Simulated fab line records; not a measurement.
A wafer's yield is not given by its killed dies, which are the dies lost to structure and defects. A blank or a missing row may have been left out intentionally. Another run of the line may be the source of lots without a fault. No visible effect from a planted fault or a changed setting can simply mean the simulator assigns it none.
A struck lot beside a sound one :: flow rit cmos :: 34 steps out of a route of 202
Sound: the wafers L305.1, L305.4, L305.5. Wafers L319.1, L319.3, L319.4 were the ones struck. The cause comes at the end.
For every step that has rows: the tool of each side, followed by ch and its chambers, followed by its first start. Under that, the readings that differ: sound wafers :: struck wafers :: difference of the means :: sigmas: that difference in standard deviations of wafers without a fault.
alike: words and numbers the same on both sides, and readings whose means are apart by under 2 such deviations; not compared: readings that were withheld, readings missing a value for some wafer, numbers with overlapping values and no deviation given by the record, and bounds like >300 which may hide the same value.
A row with sigmas, a row that says differs or no value, or rows on one side alone: a step with any of these is where the two part. Non-overlapping numbers with no deviation appear without sigmas and do not part them. A reading missing from all wafers of one side parts the sides only when that side holds two or more wafers.

first, 2 steps without rows for these wafers: RIT_SPACER_CLEAN_02 (cleans in SC2, time 600 s); RIT_SPACER_CVD_03 (deposits Si3N4 from SiH2Cl2/NH3, target thk 250 nm, time 3347 s).
RIT_SPACER_THK_MEAS_04:
  sound on film metro-01 at day 3 13:59; struck on film metro-02 at day 6 23:32
reading: SPACER_NITRIDE_THK (nm)
sound: 253.7 254.1 255.6
struck: 249.5 250.2 248.3
difference: -5.1
sigmas: -2
RIT_SPACER_ETCHBACK_05: etches Si3N4 in SF6/CHF3, stops on SiO2, target depth 250 nm, time 240 s.
  sound on rie diel-01 ch 2,3, day 3 14:02; struck on rie diel-01 ch 0,1,3, day 6 23:35
reading: drypump motor current A (A)
sound: 6.7 5.8 6.7
struck: 5.8 5.4 5.6
difference: -0.8
sigmas: -2
  alike: chamber pressure mTorr, oes product au, throttle valve pct
  not compared: rf hours counter h
then, 6 steps without rows for these wafers: RIT_NSD_HMDS_00 (prime time 60 s); RIT_NSD_COAT_01 (resist thk 1000 nm); RIT_NSD_SOFTBAKE_02 (time 60 s); RIT_NSD_EXPOSE_03 (exposes mask M9, target cd 40700 nm); RIT_NSD_PEB_04; RIT_NSD_DEVELOP_05 (develop time 50 s).
RIT_NSD_OVL_MEAS_06:
  sound on overlay-02 at day 3 15:11; struck on overlay-02 at day 7 00:43
  alike: NSD_OVL
then, 1 step without rows for these wafers: RIT_NSD_HARDBAKE_07 (time 60 s).
RIT_NSD_IMPLANT_08:
  sound on implanter-01 ch 0, day 3 15:22; struck on implanter-01 ch 0, day 7 00:54
reading: implant ion amu
sound: 31 31 31
struck: 75 75 75
difference: +44
sigmas: 

reading: model.implant.rp nm (nm)
sound: 31.29 31.29 31.29
struck: 18.28 18.28 18.28
difference: -13.01
sigmas: 

reading: model.implant.drp nm (nm)
sound: 14.84 14.84 14.84
struck: 8.431 8.431 8.431
difference: -6.409
sigmas: 
  alike: beam energy keV, dose ions cm2, faraday current uA
RIT_NSD_STRIP_09: strips in O2, time 180 s.
  sound on plasma asher-04 ch 0,1, day 3 15:31; struck on plasma asher-01 ch 0,1, day 7 01:03
  alike: chamber pressure mTorr, drypump motor current A, rf refl power W
  not compared: rf hours counter h
RIT_NSD_TW_MEAS_10:
  sound on film metro-04 at day 3 15:42; struck on film metro-02 at day 7 01:14
reading: NSD_TW
sound: 3112 3110 3120
struck: 3208 3203 3202
difference: +90
sigmas: +4
then, 6 steps without rows for these wafers: RIT_PSD_HMDS_00 (prime time 60 s); RIT_PSD_COAT_01 (resist thk 1000 nm); RIT_PSD_SOFTBAKE_02 (time 60 s); RIT_PSD_EXPOSE_03 (exposes mask M10, target cd 40900 nm); RIT_PSD_PEB_04; RIT_PSD_DEVELOP_05 (develop time 50 s).
RIT_PSD_OVL_MEAS_06:
  sound on overlay-02 at day 3 16:37; struck on overlay-02 at day 7 02:08
  alike: PSD_OVL
then, 2 steps without rows for these wafers: RIT_PSD_HARDBAKE_07 (time 60 s); RIT_PSD_IMPLANT_08.
RIT_PSD_STRIP_09: strips in O2, time 180 s.
  sound on plasma asher-03 ch 0, day 3 16:57; struck on plasma asher-04 ch 0,1, day 7 02:28
  alike: chamber pressure mTorr, drypump motor current A, rf refl power W
  not compared: rf hours counter h
RIT_PSD_TW_MEAS_10:
  sound on film metro-01 at day 3 17:07; struck on film metro-02 at day 7 02:39
reading: PSD_TW
sound: 3371 3370 3376
struck: 3433 3448 3443
difference: +69
sigmas: +2
then, 3 steps without rows for these wafers: RIT_SDANNEAL_CLEAN_00 (cleans in SC1, time 600 s); RIT_SDANNEAL_CLEAN_01 (cleans in dHF, time 30 s); RIT_SDANNEAL_CLEAN_02 (cleans in SC2, time 600 s).
RIT_SDANNEAL_RTA_03: time 5 s.
  sound on rtp anneal-02 ch 0, day 3 17:33; struck on rtp anneal-02 ch 0, day 7 03:05
  alike: wafer_temp_C_max
RIT_SDANNEAL_RS_MEAS_04: the measuring method here is four-point-probe.
  sound on film metro-01 at day 3 17:37; struck on film metro-01 at day 7 03:08
  alike: PSD_RS
RIT_SDANNEAL_RS_MEAS_05: the measuring method here is four-point-probe.
  sound on film metro-01 at day 3 17:44; struck on film metro-01 at day 7 03:15
reading: NSD_RS (ohm/sq)
sound: 84.71 84.77 84.72
struck: 127.35 126.76 126.79
difference: +42.23
sigmas: +99 or more
RIT_SDANNEAL_RS_MEAS_06: the measuring method here is four-point-probe.
  sound on film metro-01 at day 3 17:51; struck on film metro-01 at day 7 03:22
  alike: PLDD_RS
RIT_M1_PROBE_99:
  rows exist in the record for the struck wafers here (prober-02, day 7 10:53), but not for the sound ones

WHERE THEY PART
Last at RIT_M1_PROBE_99 as far as this record goes, first at RIT_SPACER_THK_MEAS_04.

WHY: whatever the simulator had introduced
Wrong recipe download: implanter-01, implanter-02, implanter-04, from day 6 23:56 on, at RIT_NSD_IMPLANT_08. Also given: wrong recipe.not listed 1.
